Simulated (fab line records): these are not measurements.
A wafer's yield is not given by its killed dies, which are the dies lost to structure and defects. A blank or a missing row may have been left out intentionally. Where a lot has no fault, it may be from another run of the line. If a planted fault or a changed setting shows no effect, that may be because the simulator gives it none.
A struck lot beside a sound one | flow rit cmos | 44 out of 202 route steps
Sound: the wafers L718.2, L718.5, L718.6. Struck: wafers L725.2, L725.4, L725.5. The cause comes at the end.
At each step with rows: each side's tool, then ch and its chambers, then its first start. Under that, the readings that differ: sound wafers | struck wafers | difference of the means | sigmas: that difference in standard deviations of wafers without a fault.
alike: readings whose means differ by less than 2 such deviations, and words and numbers that are the same on both sides. not compared: withheld readings, readings that some wafer has no value for, bounds like >300 that may hide the same value, and numbers for which the record gives no deviation and whose values overlap.
A row with sigmas, a row that says differs or no value, or rows on one side alone: a step with any of these is where the two part. Numbers that have no deviation but don't overlap get no sigmas and don't part them. Lack of a reading on every wafer of one side parts them only where that side has two or more wafers.

first, 3 steps without rows for these wafers: RIT_REOX_CLEAN_01 (cleans in dHF, time 30 s); RIT_REOX_CLEAN_02 (cleans in SC2, time 600 s); RIT_REOX_OXIDATION_03 (target thk 25.2 nm, ox time 5580 s).
RIT_REOX_THK_MEAS_04:
  sound on film metro-02, day 3 07:19; struck on film metro-01, day 4 19:37
  alike: REOX_OXIDE_THK
then, 6 steps without rows for these wafers: RIT_NLDD_HMDS_00 (prime time 60 s); RIT_NLDD_COAT_01 (resist thk 1000 nm); RIT_NLDD_SOFTBAKE_02 (time 60 s); RIT_NLDD_EXPOSE_03 (exposes mask M7, target cd 40700 nm); RIT_NLDD_PEB_04; RIT_NLDD_DEVELOP_05 (develop time 50 s).
RIT_NLDD_OVL_MEAS_06:
  sound on overlay-01, day 3 08:20; struck on overlay-02, day 4 20:38
  alike: NLDD_OVL
then, 1 step without rows for these wafers: RIT_NLDD_HARDBAKE_07 (time 60 s).
RIT_NLDD_IMPLANT_08:
  sound on implanter-03 ch 0, day 3 08:33; struck on implanter-03 ch 0, day 4 20:51
  reading                          | sound                         | struck                      | difference | sigmas
  dose ions cm2                    | 5.001e+14 5.002e+14 5.008e+14 | 9.99e+13 9.93e+13 1.003e+14 | -4.01e+14  | -99 or more
  end station pressure torr (Torr) | 6e-06 6.2e-06 6.7e-06         | 5.4e-06 5.6e-06 5.3e-06     | -8.7e-07   | -3
  faraday current uA               | 1550 1589 1585                | 315 318 311                 | -1260      | -42
RIT_NLDD_STRIP_09: strips in O2, time 180 s.
  sound on plasma asher-04 ch 0,1, day 3 08:40; struck on plasma asher-04 ch 0, day 4 20:58
  alike: drypump motor current A
  not compared: rf hours counter h
RIT_NLDD_TW_MEAS_10:
  sound on film metro-04, day 3 08:52; struck on film metro-04, day 4 21:10
  reading | sound          | struck         | difference | sigmas
  NLDD_TW | 2509 2504 2515 | 1552 1552 1538 | -962       | -42
then, 6 steps without rows for these wafers: RIT_PLDD_HMDS_00 (prime time 60 s); RIT_PLDD_COAT_01 (resist thk 982.6 nm); RIT_PLDD_SOFTBAKE_02 (time 60 s); RIT_PLDD_EXPOSE_03 (exposes mask M8, target cd 40900 nm); RIT_PLDD_PEB_04; RIT_PLDD_DEVELOP_05 (develop time 50 s).
RIT_PLDD_OVL_MEAS_06:
  sound on overlay-02, day 3 09:57; struck on overlay-01, day 4 22:15
  alike: PLDD_OVL
then, 2 steps without rows for these wafers: RIT_PLDD_HARDBAKE_07 (time 60 s); RIT_PLDD_IMPLANT_08.
RIT_PLDD_STRIP_09: strips in O2, time 180 s.
  sound on plasma asher-03 ch 0,1, day 3 10:17; struck on plasma asher-02 ch 0,1, day 4 22:35
  alike: drypump motor current A
  not compared: rf hours counter h
RIT_PLDD_TW_MEAS_10:
  sound on film metro-04, day 3 10:28; struck on film metro-02, day 4 22:46
  reading | sound          | struck         | difference | sigmas
  PLDD_TW | 2363 2355 2372 | 2420 2407 2419 | +52        | +2
then, 4 steps without rows for these wafers: RIT_SPACER_CLEAN_00 (cleans in SC1, time 600 s); RIT_SPACER_CLEAN_01 (cleans in dHF, time 30 s); RIT_SPACER_CLEAN_02 (cleans in SC2, time 600 s); RIT_SPACER_CVD_03 (deposits Si3N4 from SiH2Cl2/NH3, target thk 250 nm, time 3300 s).
RIT_SPACER_THK_MEAS_04:
  sound on film metro-01, day 3 12:59; struck on film metro-02, day 5 02:33
  alike: SPACER_NITRIDE_THK
RIT_SPACER_ETCHBACK_05: etches Si3N4 in SF6/CHF3, stops on SiO2, target depth 250 nm, time 240 s.
  sound on rie diel-03 ch 0,1,2, day 3 13:02; struck on rie diel-04 ch 0,1,2, day 5 02:36
  alike: drypump motor current A, oes product au, rf fwd power W, throttle valve pct
  not compared: rf hours counter h
then, 6 steps without rows for these wafers: RIT_NSD_HMDS_00 (prime time 60 s); RIT_NSD_COAT_01 (resist thk 1000 nm); RIT_NSD_SOFTBAKE_02 (time 60 s); RIT_NSD_EXPOSE_03 (exposes mask M9, target cd 40700 nm); RIT_NSD_PEB_04; RIT_NSD_DEVELOP_05 (develop time 50 s).
RIT_NSD_OVL_MEAS_06:
  sound on overlay-02, day 3 14:02; struck on overlay-01, day 5 03:44
  alike: NSD_OVL
then, 2 steps without rows for these wafers: RIT_NSD_HARDBAKE_07 (time 60 s); RIT_NSD_IMPLANT_08.
RIT_NSD_STRIP_09: strips in O2, time 180 s.
  sound on plasma asher-04 ch 0,1, day 3 14:22; struck on plasma asher-02 ch 0,1, day 5 04:04
  alike: drypump motor current A
  not compared: rf hours counter h
RIT_SDANNEAL_RS_MEAS_07: measurement is done with a four-point probe.
  sound on film metro-03, day 3 16:58; struck on film metro-04, day 5 06:32
  reading          | sound             | struck            | difference | sigmas
  NLDD_RS (ohm/sq) | 152.5 152.2 151.6 | 515.8 518.0 523.6 | +367.0     | +99 or more
RIT_M1_PROBE_99:
  sound on prober-01, day 4 00:05; struck on prober-02, day 5 14:10
  alike: killed at contacts, killed at front end, killed dies, killed open, killed short

## WHERE THEY PART
Earliest at RIT_NLDD_IMPLANT_08; latest, in this record, at RIT_SDANNEAL_RS_MEAS_07. Later steps at which nothing parts them and some readings are alike: RIT_M1_PROBE_99.

WHY: what the simulator had put in
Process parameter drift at RIT_NLDD_IMPLANT_08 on implanter-03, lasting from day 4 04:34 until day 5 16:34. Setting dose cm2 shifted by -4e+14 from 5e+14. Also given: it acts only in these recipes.
